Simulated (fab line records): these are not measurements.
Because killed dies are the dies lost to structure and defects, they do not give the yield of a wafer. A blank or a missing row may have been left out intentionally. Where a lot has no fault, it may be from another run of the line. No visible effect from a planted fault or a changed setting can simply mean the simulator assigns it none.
A lot that was struck, set against a sound lot / flow rit-cmos / 15 out of 202 route steps
Sound: these wafers, L207.1, L207.3, L207.4. Struck: wafers L217.1, L217.5, L217.6. The cause is named last.
Order at every step that has rows: each side's tool, ch and its chambers, its first start. Under that, the readings that differ: sound wafers / struck wafers / difference of the means / sigmas: that difference in standard deviations of wafers without a fault.
alike: a reading whose means differ by less than 2 such deviations, as well as words and numbers matching on both sides. not compared: withheld readings; readings where some wafer has no value; bounds like >300 that might hide an equal value; numbers whose values overlap and for which the record gives no deviation.
A row with sigmas, a row that says differs or no value, or rows on one side alone: a step with any of these is where the two part. Numbers that don't overlap but have no deviation are shown without sigmas and don't part them. Lack of a reading on every wafer of one side parts them only where that side has two or more wafers.

first, 1 step without rows for these wafers: RIT_NRETRO_IMPLANT_08.
RIT_NRETRO_STRIP_09: strips in O2, time 180 s.
  sound on plasma-asher-02 ch 0,1, day 3 04:43; struck on plasma-asher-02 ch 0,1, day 5 12:43
  alike: drypump-motor-current-A, run-length-s
  not compared: rf-hours-counter-h
RIT_NRETRO_TW_MEAS_10:
  sound on film-metro-03, day 3 04:54; struck on film-metro-02, day 5 12:53
  alike: NRETRO_TW
then, 6 steps without rows for these wafers: RIT_PRETRO_HMDS_00 (prime time 60 s); RIT_PRETRO_COAT_01 (resist thk 1300 nm); RIT_PRETRO_SOFTBAKE_02 (time 60 s); RIT_PRETRO_EXPOSE_03 (exposes mask M5, target cd 43700 nm); RIT_PRETRO_PEB_04; RIT_PRETRO_DEVELOP_05 (develop time 68 s).
RIT_PRETRO_OVL_MEAS_06:
  sound on overlay-01, day 3 06:06; struck on overlay-02, day 5 13:57
  alike: PRETRO_OVL
then, 2 steps without rows for these wafers: RIT_PRETRO_HARDBAKE_07 (time 120 s); RIT_PRETRO_IMPLANT_08.
RIT_PRETRO_STRIP_09: strips in O2, time 180 s.
  sound on plasma-asher-04 ch 0,1, day 3 06:32; struck on plasma-asher-04 ch 0,1, day 5 14:23
reading=run-length-s (s); sound=208.5 207.8 208.5; struck=27.3 27.5 27.0; difference=-181.0; sigmas=-99 or more
reading=model.NOVOLAK_of_PRETRO_COAT_01.thk-nm (nm); sound=0 0 0; struck=677.9 675.8 678; difference=+677.2; sigmas=
  alike: drypump-motor-current-A
  not compared: rf-hours-counter-h
RIT_PRETRO_TW_MEAS_10:
  sound on film-metro-03, day 3 06:43; struck on film-metro-03, day 5 14:34
  alike: PRETRO_TW
RIT_M1_PROBE_99:
  sound on prober-01, day 4 13:23; struck on prober-02, day 7 01:13
reading=killed-at-front-end; sound=4 1 10; struck=264 264 264; difference=+259; sigmas=+84
reading=killed-dies; sound=4 1 10; struck=264 264 264; difference=+259; sigmas=+84
reading=killed-on-rim; sound=1 0 3; struck=70 70 70; difference=+69; sigmas=+53
  alike: killed-at-contacts, killed-open, killed-short

## WHERE THEY PART
First at RIT_PRETRO_STRIP_09; last, within this record, at RIT_M1_PROBE_99.

WHY: what had been put in by the simulator
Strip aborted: plasma-asher-04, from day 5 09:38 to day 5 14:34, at RIT_PRETRO_STRIP_09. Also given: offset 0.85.
